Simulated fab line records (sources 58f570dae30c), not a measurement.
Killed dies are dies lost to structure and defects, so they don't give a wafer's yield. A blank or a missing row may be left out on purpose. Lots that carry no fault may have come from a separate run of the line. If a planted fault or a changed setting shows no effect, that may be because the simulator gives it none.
The tool behind it: which one?	flow berkeley-cmos170	6 lots with 18 wafers sampled at 2 steps, on a route of 331 steps

== WHAT EACH GAUGE READ, for each wafer ==
UCB170_PWELL_THK_MEAS_06.
lot	measured	on	PWELL_NITRIDE_THK (nm)
L996	day 3 07:13	film-metro-04	216.9 217.4 217.2
L998	day 3 23:52	film-metro-03	217.0 215.7 218.1
L102	day 4 20:13	film-metro-01	220.1 221.7 223.3
L104	day 5 05:44	film-metro-01	219.7 217.7 218.6
L111	day 6 06:37	film-metro-04	209.7 208.7 210.1
L115	day 7 15:37	film-metro-03	217.6 219.3 219.4

== TOOL THAT RAN EACH LOT (tool first, then ch and the chambers of the sampled wafers, then the start) ==
lot	UCB170_PWELL_CVD_05
L996	lpcvd-01 ch 0, day 3 05:17
L998	lpcvd-01 ch 1, day 3 21:56
L102	lpcvd-02 ch 1, day 4 18:18
L104	lpcvd-02 ch 1, day 5 03:49
L111	lpcvd-01 ch 1, day 6 04:42
L115	lpcvd-02 ch 1, day 7 12:44
- UCB170_PWELL_CVD_05: deposits Si3N4 from SiH2Cl2/NH3, target thk 220 nm, time 3300 s.

== THE ANSWER, worked out from the rows above alone ==
Rule: usual is defined by the lots themselves. The widest of any qualifying gaps counts: lots, ordered by their means at a reading, are off when they make up no more than a third of the lots, leave a main group of 4 or more, and stand apart from it by 3 or more times the standard deviation of that group's means. A main group is skipped when, at the precision printed for the reading in the tables above, its means are all equal. Also off: a lot with no number at a reading for which 4 or more lots have one. The other lots that the step has rows for count as sound.
Off: L111, seen at UCB170_PWELL_THK_MEAS_06 (PWELL_NITRIDE_THK). Mean 218.6 nm and standard deviation 1.7 in the main group.
A tool fits if, at a process step before that reading, it ran every lot that is off, and no sound lot after the first of them. Gauges at UCB170_PWELL_THK_MEAS_06: tried the same way as those tools. This does not decide it: 2 tools fit, namely lpcvd-01 at UCB170_PWELL_CVD_05 and film-metro-04 at UCB170_PWELL_THK_MEAS_06.

== WHAT THE SIMULATOR HAD INSERTED ==
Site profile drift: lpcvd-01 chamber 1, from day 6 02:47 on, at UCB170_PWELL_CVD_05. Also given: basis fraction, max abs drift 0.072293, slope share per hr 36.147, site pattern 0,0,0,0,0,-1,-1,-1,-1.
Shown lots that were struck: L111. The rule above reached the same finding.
